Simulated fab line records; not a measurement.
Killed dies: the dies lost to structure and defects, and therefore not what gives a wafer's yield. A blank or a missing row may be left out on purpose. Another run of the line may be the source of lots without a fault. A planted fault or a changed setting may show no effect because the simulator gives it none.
Matching of chambers || flow berkeley_cmos170 || wet_bench-04 running UCB170_SILICIDE_WET_ETCH_05: 4 sister chambers
The step etches Ti in SPM, time 45 s. 8 wafers are shown with their chamber, then 8 later ones without.

== EACH WAFER AND ITS CHAMBER ==
{"wafer": "L262.4", "chamber": 1, "temp_c (C)": 120.20}
{"wafer": "L262.6", "chamber": 1, "temp_c (C)": 120.26}
{"wafer": "L270.6", "chamber": 2, "temp_c (C)": 119.85}
{"wafer": "L271.3", "chamber": 3, "temp_c (C)": 120.20}
{"wafer": "L271.6", "chamber": 3, "temp_c (C)": 119.74}
{"wafer": "L272.3", "chamber": 0, "temp_c (C)": 119.87}
{"wafer": "L272.6", "chamber": 0, "temp_c (C)": 119.93}
{"wafer": "L278.1", "chamber": 2, "temp_c (C)": 120.11}

== WAFERS WITH NO CHAMBER GIVEN ==
{"wafer": "L278.3", "temp_c (C)": 120.03}
{"wafer": "L278.4", "temp_c (C)": 120.04}
{"wafer": "L276.1", "temp_c (C)": 119.77}
{"wafer": "L276.4", "temp_c (C)": 119.81}
{"wafer": "L276.5", "temp_c (C)": 119.95}
{"wafer": "L280.1", "temp_c (C)": 120.07}
{"wafer": "L280.2", "temp_c (C)": 119.98}
{"wafer": "L280.6", "temp_c (C)": 120.08}

== CHAMBER TAKEN BY EACH ==
{"wafer": "L278.3", "from the rows above": "can't be placed: 2 or 3 or 0 or 1", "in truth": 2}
{"wafer": "L278.4", "from the rows above": "can't be placed: 2 or 3 or 0 or 1", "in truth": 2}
{"wafer": "L276.1", "from the rows above": "can't be placed: 0 or 3 or 2 or 1", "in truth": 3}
{"wafer": "L276.4", "from the rows above": "can't be placed: 0 or 3 or 2 or 1", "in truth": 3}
{"wafer": "L276.5", "from the rows above": "can't be placed: 3 or 2 or 0 or 1", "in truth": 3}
{"wafer": "L280.1", "from the rows above": "can't be placed: 2 or 3 or 1 or 0", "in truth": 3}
{"wafer": "L280.2", "from the rows above": "can't be placed: 2 or 3 or 0 or 1", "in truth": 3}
{"wafer": "L280.6", "from the rows above": "can't be placed: 2 or 3 or 1 or 0", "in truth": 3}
Correct placement for 0 of the 8. Unplaceable from these rows: 8, with the true chamber sitting among the candidates in 8. Number placed wrongly: 0.
How it was worked out, from the rows above alone: a wafer's distance from a chamber is the root of the sum, over the readings, of the square of ((its reading less the chamber's mean) divided by the reading's scatter). If the next closest chamber is less than 2 further off than the closest, the wafer can't be placed; otherwise it belongs to the closest. Each chamber's mean is taken over the wafers shown for it. The scatter: take each reading less its chamber's mean, square it, sum over the shown wafers, divide by the number of wafers less the number of chambers, and take the root.
